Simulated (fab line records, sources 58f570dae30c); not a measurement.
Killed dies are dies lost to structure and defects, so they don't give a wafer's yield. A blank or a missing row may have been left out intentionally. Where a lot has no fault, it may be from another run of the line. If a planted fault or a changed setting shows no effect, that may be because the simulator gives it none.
fab line records / flow berkeleyCmos170 / part 2 of 2: steps 26 to 36 of 36
[record] lots = 5 wafers = 15 lastDay = 13
route steps=331 shown ZERO@8 NWELL@14 PWELL@34
lots that met no fault: taken from a fault-free run of the same line
startH: hours from the record's opening day to when the first of the lot's shown wafers began / waitH: time in hours since the lot's previous step / " same as the row above / L1.1+2: one row covering several wafers at once / - no value, or no start was given / * or withheld: withheld / < > ~ a bound
route shown NAME@n: names a module that has steps shown in the file, with the first one's number in the route / usual: average and standard deviation across the fault-free wafers / same: alike in all rows / chamber/n: place in a boat / sites: readings site by site / _std_site: the standard deviation of these / _edge_site: outer sites' mean less inner sites' / radiusMm: for every site, how far away it sits from the centre of the wafer / mask NAME#n: copy n / behind: the last tool/chamber to shape the wafer / hold: cause of the lot's hold/its duration in hours/its outcome / device: which transistor (n, p or np) failed to switch / end of line: the same wafers' tests at the end of the route / a step without rows: its recipe alone / killed: not the wafer's yield, but the dies lost to structure and defects at the first sort / map: the dies of a wafer, with x for killed, . for not killed, _ for no die there
set.NAME: the setting that was run; set.NAME@STEP: the one run at that earlier step / model.NAME: the simulator's own value behind a step, which no gauge read
lots at some steps of the route; a table a step, a row a wafer
services: a tool's chamber out of use, with start hour (startH, from the record's first day; less than 0 if before it), hours out, and reason
[[steps]]
[step UCB170_NWELL_WET_ETCH_19]
[recipe] chemistry = BOE dilution = 5:1 target = SiO2 tempC = 25 timeS = 22
lot.wafer=L077.3+4+5 tool=wetBench-04 chamber=1 startH=60.61 waitH=0.2
lot.wafer=L083.4+5+6 tool=wetBench-04 chamber=3 startH=88.45 waitH=0.0
lot.wafer=L090.1+4+6 tool=wetBench-03 chamber=1 startH=126.59 waitH=0.2
lot.wafer=L093.1+2+6 tool=wetBench-04 chamber=2 startH=141.94 waitH=0.0
lot.wafer=L096.1+3+4 tool=wetBench-04 chamber=3 startH=151.76 waitH=0.0
[step UCB170_PWELL_CLEAN_00]
[recipe] chemistry = SPM tempC = 120 timeS = 600
[usual] bathGuardTempC = 120.1/0.35
lot.wafer=L077.3 tool=wetBench-04 chamber=3 startH=60.79 waitH=0.2 bathGuardTempC=120.1
lot.wafer=L077.4 tool=wetBench-04 chamber=3 startH=60.79 waitH=0.2 bathGuardTempC=120.1
lot.wafer=L077.5 tool=wetBench-04 chamber=3 startH=60.79 waitH=0.2 bathGuardTempC=120.0
lot.wafer=L083.4 tool=wetBench-03 chamber=2 startH=88.47 waitH=0.0 bathGuardTempC=120.3
lot.wafer=L083.5 tool=wetBench-03 chamber=2 startH=88.47 waitH=0.0 bathGuardTempC=120.2
lot.wafer=L083.6 tool=wetBench-03 chamber=2 startH=88.47 waitH=0.0 bathGuardTempC=120.7
lot.wafer=L090.1 tool=wetBench-03 chamber=0 startH=126.61 waitH=0.0 bathGuardTempC=120.2
lot.wafer=L090.4 tool=wetBench-03 chamber=0 startH=126.61 waitH=0.0 bathGuardTempC=120.1
lot.wafer=L090.6 tool=wetBench-03 chamber=0 startH=126.61 waitH=0.0 bathGuardTempC=119.9
lot.wafer=L093.1 tool=wetBench-03 chamber=1 startH=141.96 waitH=0.0 bathGuardTempC=119.3
lot.wafer=L093.2 tool=wetBench-03 chamber=1 startH=141.96 waitH=0.0 bathGuardTempC=119.7
lot.wafer=L093.6 tool=wetBench-03 chamber=1 startH=141.96 waitH=0.0 bathGuardTempC=119.3
lot.wafer=L096.1 tool=wetBench-03 chamber=0 startH=151.78 waitH=0.0 bathGuardTempC=120.2
lot.wafer=L096.3 tool=wetBench-03 chamber=0 startH=151.78 waitH=0.0 bathGuardTempC=120.0
lot.wafer=L096.4 tool=wetBench-03 chamber=0 startH=151.78 waitH=0.0 bathGuardTempC=120.5
[step UCB170_PWELL_CLEAN_01]
[recipe] chemistry = dHF dilution = 25:1 timeS = 60
lot.wafer=L077.3+4+5 tool=wetBench-04 chamber=3 startH=60.97 waitH=0.0
lot.wafer=L083.4+5+6 tool=wetBench-04 chamber=3 startH=88.64 waitH=0.0
lot.wafer=L090.1+4+6 tool=wetBench-03 chamber=2 startH=126.78 waitH=0.0
lot.wafer=L093.1+2+6 tool=wetBench-04 chamber=2 startH=142.13 waitH=0.0
lot.wafer=L096.1+3+4 tool=wetBench-01 chamber=1 startH=151.95 waitH=0.0
[step UCB170_PWELL_OXIDATION_02]
[recipe] tempC = 1000 ambient = O2 targetThkA = 264 oxTimeS = 1260
[usual] zonePowerCentrePct = 48/3.7
lot.wafer=L077.3 tool=furnace-01 chamber=0 startH=65.71 waitH=4.7 zonePowerCentrePct=44
lot.wafer=L077.4 tool=furnace-01 chamber=0 startH=65.71 waitH=4.7 zonePowerCentrePct=44
lot.wafer=L077.5 tool=furnace-01 chamber=0 startH=65.71 waitH=4.7 zonePowerCentrePct=44
lot.wafer=L083.4 tool=furnace-04 chamber=0 startH=92.91 waitH=4.2 zonePowerCentrePct=49
lot.wafer=L083.5 tool=furnace-04 chamber=0 startH=92.91 waitH=4.2 zonePowerCentrePct=50
lot.wafer=L083.6 tool=furnace-04 chamber=0 startH=92.91 waitH=4.2 zonePowerCentrePct=50
lot.wafer=L090.1 tool=furnace-04 chamber=0 startH=130.94 waitH=4.1 zonePowerCentrePct=50
lot.wafer=L090.4 tool=furnace-04 chamber=0 startH=130.94 waitH=4.1 zonePowerCentrePct=49
lot.wafer=L090.6 tool=furnace-04 chamber=0 startH=130.94 waitH=4.1 zonePowerCentrePct=49
lot.wafer=L093.1 tool=furnace-02 chamber=0 startH=146.06 waitH=3.9 zonePowerCentrePct=53
lot.wafer=L093.2 tool=furnace-02 chamber=0 startH=146.06 waitH=3.9 zonePowerCentrePct=53
lot.wafer=L093.6 tool=furnace-02 chamber=0 startH=146.06 waitH=3.9 zonePowerCentrePct=53
lot.wafer=L096.1 tool=furnace-02 chamber=0 startH=155.67 waitH=3.7 zonePowerCentrePct=53
lot.wafer=L096.3 tool=furnace-02 chamber=0 startH=155.67 waitH=3.7 zonePowerCentrePct=53
lot.wafer=L096.4 tool=furnace-02 chamber=0 startH=155.67 waitH=3.7 zonePowerCentrePct=53
[step UCB170_PWELL_THK_MEAS_03]
[recipe] reads = SiO2_of_PWELL_OXIDATION_02
[usual] PWELL_OXIDE_THK = 26.1/0.47
lot.wafer=L077.3 tool=filmMetro-02 chamber=- startH=67.08 waitH=0.0 PWELL_OXIDE_THK[nm]=26.7
lot.wafer=L077.4 tool=filmMetro-02 chamber=- startH=67.08 waitH=0.0 PWELL_OXIDE_THK[nm]=27.0
lot.wafer=L077.5 tool=filmMetro-02 chamber=- startH=67.08 waitH=0.0 PWELL_OXIDE_THK[nm]=27.1
lot.wafer=L083.4 tool=filmMetro-04 chamber=- startH=94.29 waitH=0.0 PWELL_OXIDE_THK[nm]=26.9
lot.wafer=L083.5 tool=filmMetro-04 chamber=- startH=94.29 waitH=0.0 PWELL_OXIDE_THK[nm]=26.6
lot.wafer=L083.6 tool=filmMetro-04 chamber=- startH=94.29 waitH=0.0 PWELL_OXIDE_THK[nm]=26.9
lot.wafer=L090.1 tool=filmMetro-02 chamber=- startH=132.29 waitH=0.0 PWELL_OXIDE_THK[nm]=25.7
lot.wafer=L090.4 tool=filmMetro-02 chamber=- startH=132.29 waitH=0.0 PWELL_OXIDE_THK[nm]=25.9
lot.wafer=L090.6 tool=filmMetro-02 chamber=- startH=132.29 waitH=0.0 PWELL_OXIDE_THK[nm]=25.9
lot.wafer=L093.1 tool=filmMetro-04 chamber=- startH=147.41 waitH=0.0 PWELL_OXIDE_THK[nm]=25.8
lot.wafer=L093.2 tool=filmMetro-04 chamber=- startH=147.41 waitH=0.0 PWELL_OXIDE_THK[nm]=25.7
lot.wafer=L093.6 tool=filmMetro-04 chamber=- startH=147.41 waitH=0.0 PWELL_OXIDE_THK[nm]=25.8
lot.wafer=L096.1 tool=filmMetro-02 chamber=- startH=157.02 waitH=0.0 PWELL_OXIDE_THK[nm]=25.5
lot.wafer=L096.3 tool=filmMetro-02 chamber=- startH=157.02 waitH=0.0 PWELL_OXIDE_THK[nm]=26.0
lot.wafer=L096.4 tool=filmMetro-02 chamber=- startH=157.02 waitH=0.0 PWELL_OXIDE_THK[nm]=25.7
[step UCB170_PWELL_ANNEAL_04]
[recipe] tempC = 1000 timeS = 900 ambient = N2
[usual] zonePowerCentrePct = 49.6/2.9
lot.wafer=L077.3 tool=furnace-01 chamber=0 startH=71.31 waitH=4.2 zonePowerCentrePct=43.2
lot.wafer=L077.4 tool=furnace-01 chamber=0 startH=71.31 waitH=4.2 zonePowerCentrePct=43.6
lot.wafer=L077.5 tool=furnace-01 chamber=0 startH=71.31 waitH=4.2 zonePowerCentrePct=44.2
lot.wafer=L083.4 tool=furnace-01 chamber=0 startH=97.94 waitH=3.6 zonePowerCentrePct=44.2
lot.wafer=L083.5 tool=furnace-01 chamber=0 startH=97.94 waitH=3.6 zonePowerCentrePct=43.7
lot.wafer=L083.6 tool=furnace-01 chamber=0 startH=97.94 waitH=3.6 zonePowerCentrePct=44.0
lot.wafer=L090.1 tool=furnace-04 chamber=0 startH=137.79 waitH=5.5 zonePowerCentrePct=49.4
lot.wafer=L090.4 tool=furnace-04 chamber=0 startH=137.79 waitH=5.5 zonePowerCentrePct=49.2
lot.wafer=L090.6 tool=furnace-04 chamber=0 startH=137.79 waitH=5.5 zonePowerCentrePct=49.2
lot.wafer=L093.1 tool=furnace-02 chamber=0 startH=150.32 waitH=2.9 zonePowerCentrePct=52.4
lot.wafer=L093.2 tool=furnace-02 chamber=0 startH=150.32 waitH=2.9 zonePowerCentrePct=53.2
lot.wafer=L093.6 tool=furnace-02 chamber=0 startH=150.32 waitH=2.9 zonePowerCentrePct=53.7
lot.wafer=L096.1 tool=furnace-04 chamber=0 startH=161.23 waitH=4.2 zonePowerCentrePct=49.3
lot.wafer=L096.3 tool=furnace-04 chamber=0 startH=161.23 waitH=4.2 zonePowerCentrePct=49.2
lot.wafer=L096.4 tool=furnace-04 chamber=0 startH=161.23 waitH=4.2 zonePowerCentrePct=48.7
[step UCB170_PWELL_CVD_05]
[recipe] material = Si3N4 targetThkNm = 220 tempC = 800 precursor = SiH2Cl2/NH3 timeS = 3300 pressureMtorr = 200 sih2cl2FlowSccm = 25 nh3FlowSccm = 75
[usual] nh3FlowSccm = 74.98/0.24 zonePowerCentrePct = 36.9/1.6
lot.wafer=L077.3 tool=lpcvd-01 chamber=0 startH=72.56 waitH=0.0 nh3FlowSccm=75.20 zonePowerCentrePct=36.4
lot.wafer=L077.4 tool=lpcvd-01 chamber=0 startH=72.56 waitH=0.0 nh3FlowSccm=75.16 zonePowerCentrePct=36.8
lot.wafer=L077.5 tool=lpcvd-01 chamber=0 startH=72.56 waitH=0.0 nh3FlowSccm=74.98 zonePowerCentrePct=36.0
lot.wafer=L083.4 tool=lpcvd-01 chamber=1 startH=99.19 waitH=0.0 nh3FlowSccm=75.13 zonePowerCentrePct=37.5
lot.wafer=L083.5 tool=lpcvd-01 chamber=1 startH=99.19 waitH=0.0 nh3FlowSccm=74.89 zonePowerCentrePct=37.5
lot.wafer=L083.6 tool=lpcvd-01 chamber=1 startH=99.19 waitH=0.0 nh3FlowSccm=74.99 zonePowerCentrePct=36.7
lot.wafer=L090.1 tool=lpcvd-02 chamber=0 startH=139.04 waitH=0.0 nh3FlowSccm=74.78 zonePowerCentrePct=39.2
lot.wafer=L090.4 tool=lpcvd-02 chamber=0 startH=139.04 waitH=0.0 nh3FlowSccm=74.57 zonePowerCentrePct=39.0
lot.wafer=L090.6 tool=lpcvd-02 chamber=0 startH=139.04 waitH=0.0 nh3FlowSccm=74.69 zonePowerCentrePct=39.6
lot.wafer=L093.1 tool=lpcvd-01 chamber=0 startH=151.57 waitH=0.0 nh3FlowSccm=75.29 zonePowerCentrePct=36.7
lot.wafer=L093.2 tool=lpcvd-01 chamber=0 startH=151.57 waitH=0.0 nh3FlowSccm=74.94 zonePowerCentrePct=37.0
lot.wafer=L093.6 tool=lpcvd-01 chamber=0 startH=151.57 waitH=0.0 nh3FlowSccm=75.15 zonePowerCentrePct=36.7
lot.wafer=L096.1 tool=lpcvd-01 chamber=1 startH=162.48 waitH=0.0 nh3FlowSccm=74.91 zonePowerCentrePct=36.8
lot.wafer=L096.3 tool=lpcvd-01 chamber=1 startH=162.48 waitH=0.0 nh3FlowSccm=74.74 zonePowerCentrePct=37.7
lot.wafer=L096.4 tool=lpcvd-01 chamber=1 startH=162.48 waitH=0.0 nh3FlowSccm=74.66 zonePowerCentrePct=37.1
[step UCB170_PWELL_THK_MEAS_06]
[recipe] reads = Si3N4_of_PWELL_CVD_05
[usual] PWELL_NITRIDE_THK = 220.4/1.9
lot.wafer=L077.3 tool=filmMetro-04 chamber=- startH=74.50 waitH=0.0 PWELL_NITRIDE_THK[nm]=221.0
lot.wafer=L077.4 tool=filmMetro-04 chamber=- startH=74.50 waitH=0.0 PWELL_NITRIDE_THK[nm]=218.9
lot.wafer=L077.5 tool=filmMetro-04 chamber=- startH=74.50 waitH=0.0 PWELL_NITRIDE_THK[nm]=221.6
lot.wafer=L083.4 tool=filmMetro-04 chamber=- startH=101.13 waitH=0.0 PWELL_NITRIDE_THK[nm]=218.0
lot.wafer=L083.5 tool=filmMetro-04 chamber=- startH=101.13 waitH=0.0 PWELL_NITRIDE_THK[nm]=218.9
lot.wafer=L083.6 tool=filmMetro-04 chamber=- startH=101.13 waitH=0.0 PWELL_NITRIDE_THK[nm]=219.7
lot.wafer=L090.1 tool=filmMetro-02 chamber=- startH=140.96 waitH=0.0 PWELL_NITRIDE_THK[nm]=221.6
lot.wafer=L090.4 tool=filmMetro-02 chamber=- startH=140.96 waitH=0.0 PWELL_NITRIDE_THK[nm]=222.3
lot.wafer=L090.6 tool=filmMetro-02 chamber=- startH=140.96 waitH=0.0 PWELL_NITRIDE_THK[nm]=220.6
lot.wafer=L093.1 tool=filmMetro-04 chamber=- startH=153.49 waitH=0.0 PWELL_NITRIDE_THK[nm]=219.1
lot.wafer=L093.2 tool=filmMetro-04 chamber=- startH=153.49 waitH=0.0 PWELL_NITRIDE_THK[nm]=220.9
lot.wafer=L093.6 tool=filmMetro-04 chamber=- startH=153.49 waitH=0.0 PWELL_NITRIDE_THK[nm]=219.7
lot.wafer=L096.1 tool=filmMetro-01 chamber=- startH=166.79 waitH=0.0 PWELL_NITRIDE_THK[nm]=221.5
lot.wafer=L096.3 tool=filmMetro-01 chamber=- startH=166.79 waitH=0.0 PWELL_NITRIDE_THK[nm]=221.6
lot.wafer=L096.4 tool=filmMetro-01 chamber=- startH=166.79 waitH=0.0 PWELL_NITRIDE_THK[nm]=221.7
[step UCB170_PWELL_HMDS_07]
[recipe] primeTimeS = 60 primeTempC = 100
[usual] resistLineTempC = 23.01/0.11
lot.wafer=L077.3 tool=lithoTrack-03 chamber=0 startH=74.84 waitH=0.3 resistLineTempC=23.07
lot.wafer=L077.4 tool=lithoTrack-03 chamber=0 startH=74.84 waitH=0.3 resistLineTempC=23.12
lot.wafer=L077.5 tool=lithoTrack-03 chamber=0 startH=74.84 waitH=0.3 resistLineTempC=23.01
lot.wafer=L083.4 tool=lithoTrack-04 chamber=0 startH=101.24 waitH=0.1 resistLineTempC=22.98
lot.wafer=L083.5 tool=lithoTrack-04 chamber=0 startH=101.24 waitH=0.1 resistLineTempC=23.01
lot.wafer=L083.6 tool=lithoTrack-04 chamber=0 startH=101.24 waitH=0.1 resistLineTempC=23.21
lot.wafer=L090.1 tool=lithoTrack-04 chamber=0 startH=141.02 waitH=0.1 resistLineTempC=23.02
lot.wafer=L090.4 tool=lithoTrack-04 chamber=0 startH=141.02 waitH=0.1 resistLineTempC=23.10
lot.wafer=L090.6 tool=lithoTrack-04 chamber=0 startH=141.02 waitH=0.1 resistLineTempC=23.16
lot.wafer=L093.1 tool=lithoTrack-03 chamber=0 startH=153.84 waitH=0.3 resistLineTempC=22.88
lot.wafer=L093.2 tool=lithoTrack-03 chamber=0 startH=153.84 waitH=0.3 resistLineTempC=23.09
lot.wafer=L093.6 tool=lithoTrack-03 chamber=0 startH=153.84 waitH=0.3 resistLineTempC=23.03
lot.wafer=L096.1 tool=lithoTrack-04 chamber=0 startH=167.06 waitH=0.3 resistLineTempC=23.19
lot.wafer=L096.3 tool=lithoTrack-04 chamber=0 startH=167.06 waitH=0.3 resistLineTempC=23.15
lot.wafer=L096.4 tool=lithoTrack-04 chamber=0 startH=167.06 waitH=0.3 resistLineTempC=23.21
[step UCB170_PWELL_COAT_08]
[recipe] resist = KrF spinRpm = 1500 resistThkNm = 900
[usual] resistLineTempC = 22.98/0.097
lot.wafer=L077.3 tool=lithoTrack-03 chamber=0 startH=74.99 waitH=0.1 resistLineTempC=22.93
lot.wafer=L077.4 tool=lithoTrack-03 chamber=0 startH=74.99 waitH=0.1 resistLineTempC=22.90
lot.wafer=L077.5 tool=lithoTrack-03 chamber=0 startH=74.99 waitH=0.1 resistLineTempC=22.94
lot.wafer=L083.4 tool=lithoTrack-04 chamber=0 startH=101.39 waitH=0.1 resistLineTempC=23.03
lot.wafer=L083.5 tool=lithoTrack-04 chamber=0 startH=101.39 waitH=0.1 resistLineTempC=22.94
lot.wafer=L083.6 tool=lithoTrack-04 chamber=0 startH=101.39 waitH=0.1 resistLineTempC=22.99
lot.wafer=L090.1 tool=lithoTrack-04 chamber=0 startH=141.17 waitH=0.1 resistLineTempC=23.00
lot.wafer=L090.4 tool=lithoTrack-04 chamber=0 startH=141.17 waitH=0.1 resistLineTempC=23.17
lot.wafer=L090.6 tool=lithoTrack-04 chamber=0 startH=141.17 waitH=0.1 resistLineTempC=23.01
lot.wafer=L093.1 tool=lithoTrack-03 chamber=0 startH=153.99 waitH=0.1 resistLineTempC=23.07
lot.wafer=L093.2 tool=lithoTrack-03 chamber=0 startH=153.99 waitH=0.1 resistLineTempC=23.13
lot.wafer=L093.6 tool=lithoTrack-03 chamber=0 startH=153.99 waitH=0.1 resistLineTempC=23.14
lot.wafer=L096.1 tool=lithoTrack-04 chamber=0 startH=167.21 waitH=0.1 resistLineTempC=22.97
lot.wafer=L096.3 tool=lithoTrack-04 chamber=0 startH=167.21 waitH=0.1 resistLineTempC=23.02
lot.wafer=L096.4 tool=lithoTrack-04 chamber=0 startH=167.21 waitH=0.1 resistLineTempC=23.03
[step UCB170_PWELL_SOFTBAKE_09]
[recipe] resist = KrF tempC = 130 timeS = 60
[usual] resistLineTempC = 23.01/0.11
lot.wafer=L077.3 tool=lithoTrack-03 chamber=0 startH=75.14 waitH=0.1 resistLineTempC=23.13
lot.wafer=L077.4 tool=lithoTrack-03 chamber=0 startH=75.14 waitH=0.1 resistLineTempC=23.17
lot.wafer=L077.5 tool=lithoTrack-03 chamber=0 startH=75.14 waitH=0.1 resistLineTempC=23.07
lot.wafer=L083.4 tool=lithoTrack-04 chamber=0 startH=101.54 waitH=0.1 resistLineTempC=23.13
lot.wafer=L083.5 tool=lithoTrack-04 chamber=0 startH=101.54 waitH=0.1 resistLineTempC=23.18
lot.wafer=L083.6 tool=lithoTrack-04 chamber=0 startH=101.54 waitH=0.1 resistLineTempC=23.10
lot.wafer=L090.1 tool=lithoTrack-04 chamber=0 startH=141.32 waitH=0.1 resistLineTempC=22.94
lot.wafer=L090.4 tool=lithoTrack-04 chamber=0 startH=141.32 waitH=0.1 resistLineTempC=23.06
lot.wafer=L090.6 tool=lithoTrack-04 chamber=0 startH=141.32 waitH=0.1 resistLineTempC=22.92
lot.wafer=L093.1 tool=lithoTrack-03 chamber=0 startH=154.14 waitH=0.1 resistLineTempC=22.91
lot.wafer=L093.2 tool=lithoTrack-03 chamber=0 startH=154.14 waitH=0.1 resistLineTempC=22.86
lot.wafer=L093.6 tool=lithoTrack-03 chamber=0 startH=154.14 waitH=0.1 resistLineTempC=22.87
lot.wafer=L096.1 tool=lithoTrack-04 chamber=0 startH=167.36 waitH=0.1 resistLineTempC=23.00
lot.wafer=L096.3 tool=lithoTrack-04 chamber=0 startH=167.36 waitH=0.1 resistLineTempC=22.91
lot.wafer=L096.4 tool=lithoTrack-04 chamber=0 startH=167.36 waitH=0.1 resistLineTempC=22.99
[[services]]
tool=rieDiel-03 chamber=3 startH=12.96 hours=3.1 kind=repair
tool=krfScanner-01 chamber=- startH=27.11 hours=1.6 kind=repair
tool=lpcvd-02 chamber=- startH=34.14 hours=2.8 kind=pm
tool=krfScanner-01 chamber=- startH=38.13 hours=0.8 kind=pm
tool=furnace-04 chamber=- startH=39.04 hours=3.2 kind=pm
tool=rieDiel-03 chamber=0 startH=40.51 hours=9.4 kind=repair
tool=krfScanner-01 chamber=- startH=43.93 hours=6.8 kind=repair
tool=wetBench-01 chamber=- startH=44.14 hours=3.6 kind=repair
tool=krfScanner-01 chamber=- startH=44.88 hours=17.1 kind=repair
tool=furnace-02 chamber=- startH=52.31 hours=2.5 kind=pm
tool=krfScanner-02 chamber=- startH=62.00 hours=1.0 kind=pm
tool=furnace-02 chamber=- startH=78.11 hours=3.8 kind=pm
tool=plasmaAsher-03 chamber=- startH=79.99 hours=0.4 kind=repair
tool=krfScanner-01 chamber=- startH=80.43 hours=1.0 kind=pm
tool=furnace-01 chamber=- startH=86.78 hours=6.7 kind=repair
tool=plasmaAsher-03 chamber=- startH=87.04 hours=0.8 kind=repair
tool=furnace-02 chamber=- startH=97.54 hours=22.7 kind=pm
tool=plasmaAsher-03 chamber=- startH=108.81 hours=9.0 kind=pm
tool=furnace-01 chamber=- startH=129.65 hours=3.3 kind=pm
tool=furnace-01 chamber=- startH=132.95 hours=3.0 kind=pm
tool=plasmaAsher-03 chamber=- startH=152.87 hours=0.6 kind=repair
tool=krfScanner-02 chamber=- startH=160.50 hours=0.8 kind=pm
tool=krfScanner-02 chamber=- startH=165.29 hours=1.3 kind=pm
tool=rieDiel-04 chamber=3 startH=166.77 hours=12.3 kind=repair
